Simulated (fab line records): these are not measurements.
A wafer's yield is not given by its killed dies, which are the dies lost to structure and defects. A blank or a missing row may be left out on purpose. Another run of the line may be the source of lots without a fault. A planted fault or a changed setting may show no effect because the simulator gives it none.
A struck lot beside a sound one | flow rit-cmos | 17 steps out of a route of 202
Sound: wafers L313.1, L313.2, L313.5. Struck: wafers L311.1, L311.2, L311.6. The cause is named last.
Per side, at each step with rows, come the tool, then ch with its chambers, and then its first start. Under that, the readings that differ: sound wafers | struck wafers | difference of the means | sigmas: that difference in standard deviations of wafers without a fault.
alike: readings with means less than 2 such deviations apart, plus words and numbers identical on both sides. not compared: withheld readings, readings lacking a value on some wafer, bounds such as >300 that could conceal the same value, and numbers that have no deviation in the record and whose values overlap.
The two part at a step that has a row with sigmas, a row that says differs or no value, or rows on one side only. Numbers that have no deviation but don't overlap get no sigmas and don't part them. A reading missing from all wafers of one side parts the sides only when that side holds two or more wafers.

RIT_NWELL_TW_MEAS_10:
  sound on film-metro-03 at day 5 11:38; struck on film-metro-03 at day 5 00:31
  alike: NWELL_TW
then, 6 steps without rows for these wafers: RIT_PWELL_HMDS_00 (prime time 60 s); RIT_PWELL_COAT_01 (resist thk 1300 nm); RIT_PWELL_SOFTBAKE_02 (time 60 s); RIT_PWELL_EXPOSE_03 (exposes mask M3, target cd 43700 nm); RIT_PWELL_PEB_04; RIT_PWELL_DEVELOP_05 (develop time 68 s).
RIT_PWELL_OVL_MEAS_06:
  sound on overlay-02 at day 5 12:41; struck on overlay-02 at day 5 01:35
  alike: PWELL_OVL
then, 2 steps without rows for these wafers: RIT_PWELL_HARDBAKE_07 (time 120 s); RIT_PWELL_IMPLANT_08.
RIT_PWELL_STRIP_09: strips in O2, time 180 s.
  sound on plasma-asher-03 ch 0,1, day 5 13:08; struck on plasma-asher-03 ch 0,1, day 5 02:01
  alike: drypump-motor-current-A
  not compared: rf-hours-counter-h
RIT_PWELL_TW_MEAS_10:
  sound on film-metro-04 at day 5 13:18; struck on film-metro-03 at day 5 02:12
  alike: PWELL_TW
RIT_WELLDRIVE_ANNEAL_00: time 14700 s.
  sound on furnace-02 ch 0, day 5 13:22; struck on furnace-01 ch 0, day 5 02:16
  reading                | sound                | struck               | difference | sigmas
  spike-tc-centre-C (C)  | 1103.7 1103.5 1104.6 | 1118.3 1117.8 1118.7 | +14.3      | +10
  spike-tc-load-C (C)    | 1122 1124 1124       | 1145 1142 1144       | +20        | +5
  spike-tc-source-C (C)  | 1124.8 1122.6 1121.4 | 1139.2 1138.4 1140.4 | +16.4      | +7
  tube-center-temp-C (C) | 1100.1 1100 1100.2   | 1115 1114.9 1115.1   | +15        | +99 or more
  tube_center_temp_C_max | 1103.2 1103.2 1102.9 | 1118.0 1118.4 1119.8 | +15.6      | +32
RIT_WELLDRIVE_RS_MEAS_01: measures by four-point-probe.
  sound on film-metro-03 at day 5 18:27; struck on film-metro-03 at day 5 07:20
  reading           | sound             | struck            | difference | sigmas
  NWELL_RS (ohm/sq) | 279.2 279.2 279.1 | 261.7 261.5 261.6 | -17.6      | -23
RIT_WELLDRIVE_RS_MEAS_02: measures by four-point-probe.
  sound on film-metro-03 at day 5 18:34; struck on film-metro-03 at day 5 07:28
  reading           | sound             | struck            | difference | sigmas
  PWELL_RS (ohm/sq) | 429.3 428.9 429.9 | 413.2 414.2 414.7 | -15.3      | -10
then, 1 step without rows for these wafers: RIT_NRETRO_HMDS_00 (prime time 60 s).
RIT_M1_PROBE_99:
  sound on prober-02 at day 6 23:11; struck on prober-02 at day 6 11:28
  reading                                | sound               | struck               | difference | sigmas
  model.etest.nwell-pinched.rs-ohm-sq    | 340.7 343.1 332.6   | 316.9 316.1 315.7    | -22.6      |
  model.etest.pwell-pinched.rs-ohm-sq    | 455.3 459.8 449.8   | 439.7 441.8 447.1    | -12.1      |
  model.etest.pwell.rs-ohm-sq            | 413.5 412.8 418.5   | 392.2 398 399.2      | -18.5      |
  model.etest.field-n.vt-v (V)           | 34.17 34.34 33.88   | 32.44 32.61 32.32    | -1.67      |
  model.etest.field-p-metal.vt-v (V)     | -28.2 -27.59 -28.88 | -30.57 -30.49 -30.81 | -2.40      |
  model.etest.iso-nwell-nwell.bv-v (V)   | 22.43 22.16 22.24   | 23.29 23.07 22.74    | +0.76      |
  model.etest.field-p.vt-v (V)           | -11.9 -11.9 -11.84  | -13.27 -13.3 -13.28  | -1.40      |
  model.etest.diode-pplus-nwell.bv-v (V) | 6.59 6.662 6.548    | 7.048 7.09 7.087     | +0.475     |
  alike: killed_at_M0_to_M3, killed-at-contacts, killed-at-front-end, killed-dies, killed-open, killed-short

## WHERE THEY PART
At RIT_WELLDRIVE_ANNEAL_00 first; at RIT_WELLDRIVE_RS_MEAS_02 last (within this record only). Later steps at which nothing parts them and some readings are alike: RIT_M1_PROBE_99.

WHY: whatever the simulator had introduced
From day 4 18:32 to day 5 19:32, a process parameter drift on furnace-01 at RIT_WELLDRIVE_ANNEAL_00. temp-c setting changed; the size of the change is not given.
